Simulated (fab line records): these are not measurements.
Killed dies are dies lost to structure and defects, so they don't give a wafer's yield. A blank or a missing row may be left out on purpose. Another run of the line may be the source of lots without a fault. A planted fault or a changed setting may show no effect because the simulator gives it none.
The tool behind it: which one? -- flow berkeley_cmos170 -- 13 lots, 39 wafers sampled, at 2 steps of a route of 331

WHAT THE GAUGES READ, wafer by wafer
UCB170_PFIELD_TW_MEAS_09. Usual: PFIELD_TW 605, standard deviation 3.
lot,measured,on,PFIELD_TW,flag
L924,day 4 03:13,film_metro-03,611 609 604,
L926,day 4 18:02,film_metro-03,603 605 609,
L927,day 4 18:10,film_metro-03,605 606 607,
L928,day 5 04:34,film_metro-03,606 607 601,
L933,day 6 10:22,film_metro-04,61 62 62,OFF
L934,day 6 10:41,film_metro-04,64 63 63,OFF
L936,day 6 23:44,film_metro-04,606 605 606,
L938,day 7 07:04,film_metro-04,599 604 604,
L940,day 8 03:04,film_metro-04,604 608 607,
L942,day 8 04:02,film_metro-04,606 606 607,
L943,day 8 22:49,film_metro-03,608 604 607,
L946,day 9 04:03,film_metro-01,600 604 596,
L944,day 9 04:11,film_metro-04,604 608 607,

WHICH TOOL RAN EACH LOT (tool, then ch and the chambers of the sampled wafers, then the start)
lot,UCB170_PFIELD_DEVELOP_05
L924,"litho_track-02 ch 0, day 4 02:00"
L926,"litho_track-04 ch 0, day 4 17:00"
L927,"litho_track-02 ch 0, day 4 17:00"
L928,"litho_track-04 ch 0, day 5 04:00"
L933,"litho_track-02 ch 0, day 6 09:00"
L934,"litho_track-02 ch 0, day 6 10:00"
L936,"litho_track-04 ch 0, day 6 23:00"
L938,"litho_track-01 ch 0, day 7 06:00"
L940,"litho_track-04 ch 0, day 8 02:00"
L942,"litho_track-01 ch 0, day 8 03:00"
L943,"litho_track-04 ch 0, day 8 22:00"
L946,"litho_track-04 ch 0, day 9 03:00"
L944,"litho_track-01 ch 0, day 9 03:00"
- UCB170_PFIELD_DEVELOP_05: develop time 45 s.

AS READ BY THE TOOLS THEMSELVES (means over the sampled wafers that have a number; for cases with no such wafer, the mark the record gives instead)
The record holds no such reading with a usual standard deviation.

THE ANSWER, worked out from the rows above alone
Rule: a lot is off if the mean of its wafers that have a number lies more than 3 standard deviations from the usual mean. A lot without any number at a reading at which 4 lots or more have one is off too. Any other lot the step has rows for is counted as sound. The gauges are gone through in route order, then the tools' own readings, and for those a lot's mean is taken as printed above. The first step at which some lot is off is used, and at that step the reading that is off furthest; a lot without a number counts as furthest.
Off: L933, L934, seen at UCB170_PFIELD_TW_MEAS_09 (PFIELD_TW).
A tool fits if, at a process step before that reading, it ran every lot that is off, and no sound lot after the first of them. The gauges at UCB170_PFIELD_TW_MEAS_09 are tried like those tools. One fits: litho_track-02 at UCB170_PFIELD_DEVELOP_05. A fault onset in the window from L927 (day 4 17:00, its last sound lot) to L933 (day 6 09:00, its first lot off) fits.

WHAT WAS PUT IN BY THE SIMULATOR
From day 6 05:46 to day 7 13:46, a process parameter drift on litho_track-02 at UCB170_PFIELD_DEVELOP_05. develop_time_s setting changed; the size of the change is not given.
Struck lots among those shown: L933, L934. This agrees with what the rule above found.
